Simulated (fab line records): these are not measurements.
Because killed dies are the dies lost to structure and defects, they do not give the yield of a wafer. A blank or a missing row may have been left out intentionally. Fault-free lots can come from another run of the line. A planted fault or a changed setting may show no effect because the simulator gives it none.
Comparing a struck lot with a sound one -- flow ritCmos -- 27 out of 202 route steps
Sound: these wafers, L438.3, L438.4, L438.6. Wafers L452.1, L452.4, L452.6 were the ones struck. The cause is given at the end.
Each step with rows lists, per side, the tool, then ch with its chambers, then its first start. Under that, the readings that differ: sound wafers -- struck wafers -- difference of the means -- sigmas: that difference in standard deviations of wafers without a fault.
alike: same words and numbers on both sides, and readings whose means sit less than 2 such deviations apart. not compared: any withheld reading, any reading some wafer has no value for, any bound like >300 that may hide the same value, and any number with overlapping values for which the record gives no deviation.
Wherever a step has rows on one side only, a row that says differs or no value, or a row with sigmas, the two part there. Numbers that have no deviation but don't overlap get no sigmas and don't part them. A reading missing from all wafers of one side parts the sides only when that side holds two or more wafers.

RIT_ACTIVE_BOW_MEAS_00:
  struck on filmMetro-04, day 4 23:00; sound on filmMetro-01, day 2 01:02
  alike: INCOMING_BOW
then, 1 step without rows for these wafers: RIT_ACTIVE_OXIDATION_01 (target thk 46.8 nm, ox time 3360 s).
RIT_ACTIVE_THK_MEAS_02:
  struck on filmMetro-04, day 5 01:03; sound on filmMetro-04, day 2 04:19
  alike: ACTIVE_OXIDE_THK
RIT_ACTIVE_CVD_03: deposits Si3N4 from SiH2Cl2/NH3, target thk 150 nm, time 1500 s.
  sound on lpcvd-02 ch 0, day 2 04:21; struck on lpcvd-02 ch 1, day 5 01:07
reading,sound,struck,difference,sigmas
model.Si3N4_of_ACTIVE_CVD_03.thkNm (nm),151.2 150 150.3,118.2 120 119.5,-31.3,
  alike: sih2cl2FlowSccm
RIT_ACTIVE_THK_MEAS_04:
  struck on filmMetro-01, day 5 02:32; sound on filmMetro-03, day 2 05:47
reading,sound,struck,difference,sigmas
ACTIVE_NITRIDE_THK (nm),151.1 150.0 150.3,118.2 120.1 119.5,-31.2,-26
then, 6 steps without rows for these wafers: RIT_ACTIVE_HMDS_05 (prime time 60 s); RIT_ACTIVE_COAT_06 (resist thk 1000 nm); RIT_ACTIVE_SOFTBAKE_07 (time 60 s); RIT_ACTIVE_EXPOSE_08 (exposes mask M1, target cd 1400 nm); RIT_ACTIVE_PEB_09; RIT_ACTIVE_DEVELOP_10 (develop time 50 s).
RIT_ACTIVE_CD_MEAS_11 targets a cd of 1400 nm.
  struck on cdSem-02, day 5 03:34; sound on cdSem-01, day 2 06:43
  alike: cdNm
then, 1 step without rows for these wafers: RIT_ACTIVE_HARDBAKE_12 (time 60 s).
RIT_ACTIVE_ETCH_13: etches Si3N4 in SF6, stops on SiO2, time 210 s, target depth 210 nm.
  sound on rieDiel-04 ch 0,2,3, day 2 06:56; struck on rieDiel-04 ch 0,2, day 5 03:50
reading,sound,struck,difference,sigmas
oesProductAu (a.u.),0.828 0.822 0.820,0.728 0.732 0.724,-0.095,-8
model.etch.depthNm (nm),151.2 150 150.3,118.2 120 119.5,-31.3,
model.ACTIVE.featureDepthNm (nm),151.2 150 150.3,118.2 120 119.5,-31.3,
  alike: SF6_flow_sccm, drypumpMotorCurrentA, throttleValvePct
  not compared: rfHoursCounterH
RIT_ACTIVE_STRIP_14: strips in O2, time 180 s.
  sound on plasmaAsher-01 ch 0,1, day 2 07:08; struck on plasmaAsher-01 ch 0,1, day 5 03:58
  alike: drypumpMotorCurrentA
  not compared: rfHoursCounterH
RIT_ACTIVE_CD_MEAS_90 targets a cd of 1400 nm.
  struck on cdSem-01, day 5 04:08; sound on cdSem-02, day 2 07:17
  alike: cdNm
then, 4 steps without rows for these wafers: RIT_ACTIVE_CLEAN_15 (cleans in SC1, time 600 s); RIT_ACTIVE_CLEAN_16 (cleans in dHF, time 30 s); RIT_ACTIVE_CLEAN_17 (cleans in SC2, time 600 s); RIT_FOX1_OXIDATION_00 (target thk 350.7 nm, ox time 1130 s).
RIT_FOX1_THK_MEAS_01:
  struck on filmMetro-02, day 5 05:56; sound on filmMetro-02, day 2 09:54
reading,sound,struck,difference,sigmas
FOX1_OXIDE_THK (nm),341 340 345,357 355 354,+13,+2
then, 2 steps without rows for these wafers: RIT_FOX1_WET_ETCH_02 (etches SiO2 in BOE, target depth 350 nm, time 390 s); RIT_FOX2_OXIDATION_00 (target thk 350.7 nm, ox time 1130 s).
RIT_FOX2_THK_MEAS_01:
  struck on filmMetro-02, day 5 07:26; sound on filmMetro-02, day 2 11:23
  alike: FOX2_OXIDE_THK
RIT_FOX2_CLEAN_02: cleans in dHF, time 180 s.
  sound on wetBench-04 ch 0, day 2 11:26; struck on wetBench-01 ch 2, day 5 07:29
reading,sound,struck,difference,sigmas
model.Si3N4_of_ACTIVE_CVD_03.thkNm (nm),132 130.9 131.1,99.05 100.9 100.3,-31.25,
then, 1 step without rows for these wafers: RIT_FOX2_WET_ETCH_03 (etches Si3N4 in H3PO4, target depth 195 nm, time 2700 s).
RIT_M1_PROBE_99:
  struck on prober-02, day 6 22:06; sound on prober-02, day 4 04:29
reading,sound,struck,difference,sigmas
model.etest.pldd.widthNm (nm),3208 3186 3218,3126 3161 3132,-64,
model.etest.nldd.widthNm (nm),3197 3228 3216,3126 3154 3123,-79,
model.etest.pplusSal.widthNm (nm),3496 3465 3447,3425 3412 3423,-49,
model.etest.nplusSal.widthNm (nm),3484 3463 3467,3417 3398 3426,-58,
  alike: killedAtFrontEnd, killedDies, killedOpen, killedShort

## WHERE THEY PART
First at RIT_ACTIVE_THK_MEAS_04; last, within this record, at RIT_FOX1_THK_MEAS_01. Later steps at which nothing parts them and some readings are alike: RIT_FOX2_THK_MEAS_01, RIT_M1_PROBE_99.

WHY: whatever the simulator had introduced
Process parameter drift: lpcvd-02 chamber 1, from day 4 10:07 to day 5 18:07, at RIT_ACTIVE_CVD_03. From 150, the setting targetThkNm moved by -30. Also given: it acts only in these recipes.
